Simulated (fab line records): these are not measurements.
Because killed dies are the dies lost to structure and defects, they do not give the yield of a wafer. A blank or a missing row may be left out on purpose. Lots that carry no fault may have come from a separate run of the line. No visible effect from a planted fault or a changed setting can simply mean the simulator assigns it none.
A struck lot beside a sound one | flow berkeley cmos170 | 31 steps out of a route of 331
Sound: these wafers, L221.1, L221.3, L221.4. Wafers struck: L218.1, L218.2, L218.3. The cause is given at the end.
Per side, at each step with rows, come the tool, then ch with its chambers, and then its first start. Under that, the readings that differ: sound wafers | struck wafers | difference of the means | sigmas: that difference in standard deviations of wafers without a fault.
alike: readings whose means differ by less than 2 such deviations, and words and numbers that are the same on both sides. not compared: withheld readings, readings that some wafer has no value for, bounds like >300 that may hide the same value, and numbers for which the record gives no deviation and whose values overlap.
A row with sigmas, a row that says differs or no value, or rows on one side alone: a step with any of these is where the two part. Non-overlapping numbers with no deviation appear without sigmas and do not part them. A reading that every wafer of one side lacks parts them only if that side has two wafers or more.

UCB170_PLDD_TW_MEAS_11:
  struck on film metro-02, day 9 00:17; sound on film metro-04, day 10 11:14
  reading | sound       | struck         | difference | sigmas
  PLDD_TW | 999 997 997 | 1024 1021 1020 | +24        | +3
then, 7 steps without rows for these wafers: UCB170_PLDD_CLEAN_12 (cleans in SPM, time 600 s); UCB170_NLDD_HMDS_00 (prime time 60 s); UCB170_NLDD_COAT_01 (resist thk 900 nm); UCB170_NLDD_SOFTBAKE_02 (time 60 s); UCB170_NLDD_EXPOSE_03 (exposes mask NSELECT, target cd 1200 nm); UCB170_NLDD_PEB_04; UCB170_NLDD_DEVELOP_05 (develop time 45 s).
UCB170_NLDD_CD_MEAS_06: target cd 1200 nm.
  struck on cd sem-01, day 9 02:09; sound on cd sem-02, day 10 12:21
  alike: cd nm
UCB170_NLDD_OVL_MEAS_07:
  struck on overlay-02, day 9 02:16; sound on overlay-02, day 10 12:28
  alike: NLDD_OVL
then, 2 steps without rows for these wafers: UCB170_NLDD_IMPLANT_08; UCB170_NLDD_IMPLANT_09.
UCB170_NLDD_STRIP_10: strips in O2.
  sound on plasma asher-01 ch 0,1, day 10 12:48; struck on plasma asher-04 ch 0,1, day 9 02:37
  no value came back on the struck wafers for chamber pressure mTorr (mTorr), drypump motor current A (A), oes product au (a.u.), strip time to endpoint s (s); on the sound wafers chamber pressure mTorr (mTorr) reads 3493 3501 3495
  reading                               | sound | struck          | difference | sigmas
  model.KrF_of_NLDD_COAT_01.thk nm (nm) | 0 0 0 | 882.7 885 887.3 | +885.0     |
  not compared: rf hours counter h
UCB170_NLDD_TW_MEAS_11:
  struck on film metro-04, day 9 02:43; sound on film metro-02, day 10 12:54
  reading | sound          | struck         | difference | sigmas
  NLDD_TW | 2218 2227 2232 | 2171 2186 2187 | -44        | -2
then, 1 step without rows for these wafers: UCB170_NLDD_CLEAN_12 (cleans in SPM, time 600 s).
UCB170_SPACER_CVD_00: deposits SiO2 from TEOS/O2, target thk 376 nm, time 47 s.
  sound on pecvd-01 ch 0,1,2, day 10 13:09; struck on pecvd-01 ch 0,1,2, day 9 03:10
  alike: heater power w, pressure mtorr
UCB170_SPACER_THK_MEAS_01:
  struck on film metro-01, day 9 03:12; sound on film metro-02, day 10 13:12
  alike: SPACER_TEOS_THK
then, 1 step without rows for these wafers: UCB170_SPACER_ANNEAL_02 (time 1800 s).
UCB170_SPACER_ETCHBACK_03: etches SiO2 in CHF3/CF4/Ar, stops on Si, target depth 376 nm, time 100 s.
  sound on rie diel-01 ch 0,1,2, day 10 20:08; struck on rie diel-04 ch 0,2,3, day 9 09:18
  alike: drypump motor current A, oes product au, throttle valve pct
  not compared: rf hours counter h
then, 6 steps without rows for these wafers: UCB170_PSD_HMDS_00 (prime time 60 s); UCB170_PSD_COAT_01 (resist thk 900 nm); UCB170_PSD_SOFTBAKE_02 (time 60 s); UCB170_PSD_EXPOSE_03 (exposes mask PSELECT MOD, target cd 1200 nm); UCB170_PSD_PEB_04; UCB170_PSD_DEVELOP_05 (develop time 45 s).
UCB170_PSD_CD_MEAS_06: target cd 1200 nm.
  struck on cd sem-02, day 9 10:13; sound on cd sem-01, day 10 21:16
  alike: cd nm
UCB170_PSD_OVL_MEAS_07:
  struck on overlay-01, day 9 10:20; sound on overlay-01, day 10 21:23
  alike: PSD_OVL
following that, these wafers have no rows for 1 step: UCB170_PSD_IMPLANT_08.
UCB170_PSD_STRIP_09: strips in O2.
  sound on plasma asher-04 ch 0,1, day 10 21:35; struck on plasma asher-04 ch 0,1, day 9 10:31
  reading                      | sound             | struck            | difference | sigmas
  oes product au (a.u.)        | 0.605 0.604 0.590 | 0.671 0.668 0.668 | +0.069     | +15
  strip time to endpoint s (s) | 29.27 29.42 29.40 | 55.38 55.50 55.54 | +26.11     | +99 or more
  alike: chamber pressure mTorr, drypump motor current A
  not compared: rf hours counter h
UCB170_PSD_TW_MEAS_10:
  struck on film metro-04, day 9 10:37; sound on film metro-02, day 10 21:41
  reading | sound          | struck   | difference | sigmas
  PSD_TW  | 2350 2342 2347 | 30 30 29 | -2317      | -99 or more
then, 1 step without rows for these wafers: UCB170_PSD_CLEAN_11 (cleans in SPM, time 600 s).

WHERE THEY PART
At UCB170_PLDD_TW_MEAS_11 first; at UCB170_PSD_TW_MEAS_10 last (within this record only).

WHY: the cause the simulator had injected
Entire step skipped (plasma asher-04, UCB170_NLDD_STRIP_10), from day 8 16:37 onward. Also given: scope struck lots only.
